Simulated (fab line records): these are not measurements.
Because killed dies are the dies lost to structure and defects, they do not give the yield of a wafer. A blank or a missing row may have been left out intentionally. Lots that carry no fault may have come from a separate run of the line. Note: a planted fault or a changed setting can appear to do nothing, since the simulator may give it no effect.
Split-lot study / flow berkeley cmos170 / on a route of 331 steps: 5 lots, 23 wafers read

== ABOUT THE SPLIT ==
At UCB170_NWELL_IMPLANT_14, the setting dose cm2 was moved away from the recipe's 1e+13 on 8 of the 23 wafers read, by -3.2% to +7.3%. This setting was run at the recipe's value on the other wafers.

== FROM THE SPLIT ON TO THE READING: in between, the file shows 1 step ==
- UCB170_NWELL_STRIP_15: strips in O2

== THE READING ==
NWELL_TW, at UCB170_NWELL_TW_MEAS_16. On this fab line, fault-free wafers typically give 1254 with a standard deviation of 12.

wafer=L075.2; tool, chamber at the split=implanter-01, 0; dose cm2 as run=1e+13; against the recipe=recipe; NWELL_TW=1252; against lot-mates on the recipe=-
wafer=L075.3; tool, chamber at the split=implanter-01, 0; dose cm2 as run=1e+13; against the recipe=recipe; NWELL_TW=1254; against lot-mates on the recipe=-
wafer=L075.4; tool, chamber at the split=implanter-01, 0; dose cm2 as run=1e+13; against the recipe=recipe; NWELL_TW=1253; against lot-mates on the recipe=-
wafer=L075.5; tool, chamber at the split=implanter-01, 0; dose cm2 as run=1.073e+13; against the recipe=+7.3%; NWELL_TW=1283; against lot-mates on the recipe=+30
wafer=L075.6; tool, chamber at the split=implanter-01, 0; dose cm2 as run=1.073e+13; against the recipe=+7.3%; NWELL_TW=1284; against lot-mates on the recipe=+31
wafer=L077.1; tool, chamber at the split=implanter-03, 0; dose cm2 as run=1e+13; against the recipe=recipe; NWELL_TW=1251; against lot-mates on the recipe=-
wafer=L077.2; tool, chamber at the split=implanter-03, 0; dose cm2 as run=1e+13; against the recipe=recipe; NWELL_TW=1249; against lot-mates on the recipe=-
wafer=L077.3; tool, chamber at the split=implanter-03, 0; dose cm2 as run=9.676e+12; against the recipe=-3.2%; NWELL_TW=1234; against lot-mates on the recipe=-18
wafer=L077.4; tool, chamber at the split=implanter-03, 0; dose cm2 as run=9.676e+12; against the recipe=-3.2%; NWELL_TW=1230; against lot-mates on the recipe=-22
wafer=L077.6; tool, chamber at the split=implanter-03, 0; dose cm2 as run=1e+13; against the recipe=recipe; NWELL_TW=1257; against lot-mates on the recipe=-
wafer=L078.2; tool, chamber at the split=implanter-01, 0; dose cm2 as run=1.06e+13; against the recipe=+6.0%; NWELL_TW=1290; against lot-mates on the recipe=+24
wafer=L078.3; tool, chamber at the split=implanter-01, 0; dose cm2 as run=1.06e+13; against the recipe=+6.0%; NWELL_TW=1285; against lot-mates on the recipe=+19
wafer=L078.4; tool, chamber at the split=implanter-01, 0; dose cm2 as run=1e+13; against the recipe=recipe; NWELL_TW=1273; against lot-mates on the recipe=-
wafer=L078.5; tool, chamber at the split=implanter-01, 0; dose cm2 as run=1e+13; against the recipe=recipe; NWELL_TW=1264; against lot-mates on the recipe=-
wafer=L078.6; tool, chamber at the split=implanter-01, 0; dose cm2 as run=1e+13; against the recipe=recipe; NWELL_TW=1260; against lot-mates on the recipe=-
wafer=L080.1; tool, chamber at the split=implanter-03, 0; dose cm2 as run=1e+13; against the recipe=recipe; NWELL_TW=1241; against lot-mates on the recipe=-
wafer=L080.2; tool, chamber at the split=implanter-03, 0; dose cm2 as run=1.023e+13; against the recipe=+2.3%; NWELL_TW=1246; against lot-mates on the recipe=+7
wafer=L080.3; tool, chamber at the split=implanter-03, 0; dose cm2 as run=1.023e+13; against the recipe=+2.3%; NWELL_TW=1245; against lot-mates on the recipe=+6
wafer=L080.4; tool, chamber at the split=implanter-03, 0; dose cm2 as run=1e+13; against the recipe=recipe; NWELL_TW=1236; against lot-mates on the recipe=-
wafer=L080.6; tool, chamber at the split=implanter-03, 0; dose cm2 as run=1e+13; against the recipe=recipe; NWELL_TW=1239; against lot-mates on the recipe=-
wafer=L082.3; tool, chamber at the split=implanter-02, 0; dose cm2 as run=1e+13; against the recipe=recipe; NWELL_TW=1240; against lot-mates on the recipe=-
wafer=L082.5; tool, chamber at the split=implanter-02, 0; dose cm2 as run=1e+13; against the recipe=recipe; NWELL_TW=1233; against lot-mates on the recipe=-
wafer=L082.6; tool, chamber at the split=implanter-02, 0; dose cm2 as run=1e+13; against the recipe=recipe; NWELL_TW=1240; against lot-mates on the recipe=-

THE FIT
A straight line over all 23 wafers: NWELL_TW changes by +5.12 for each +1% of dose cm2; r = +0.82; the points scatter about the line by 11.
The same after taking each lot's own level away (the mean of its wafers on the recipe; 23 wafers): +4.29 for each +1%; r = +0.96; scatter 3.7.
The reading moves by 31 for the largest change in dose cm2, on that fit.
The lots' own levels span 1237.7 to 1265.7, that is 2.3 times the standard deviation above.
In other words, the slope is changed by the lot-to-lot level; the two fits disagree.
Check: +30.1 against its lot-mates is what the line predicts for one of the wafers moved furthest among these (+7.3%) when that wafer is left out of the fit. Against them it came out at +30.

== ADDITIONAL SPLITS CARRIED BY THESE WAFERS ==
These wafers also went through other splits before the reading. Each is held against what the fit with the lots' levels taken away leaves over:
other split on the same wafers=UCB170_START_OXIDATION_02 ox time s; wafers away from the commonest value=10; r with NWELL_TW (lot level and that fit taken away)=+0.06

== THE FILE'S OWN FIT ==
NWELL_TW changes by +4.16 for each +1% of dose cm2, r = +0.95.
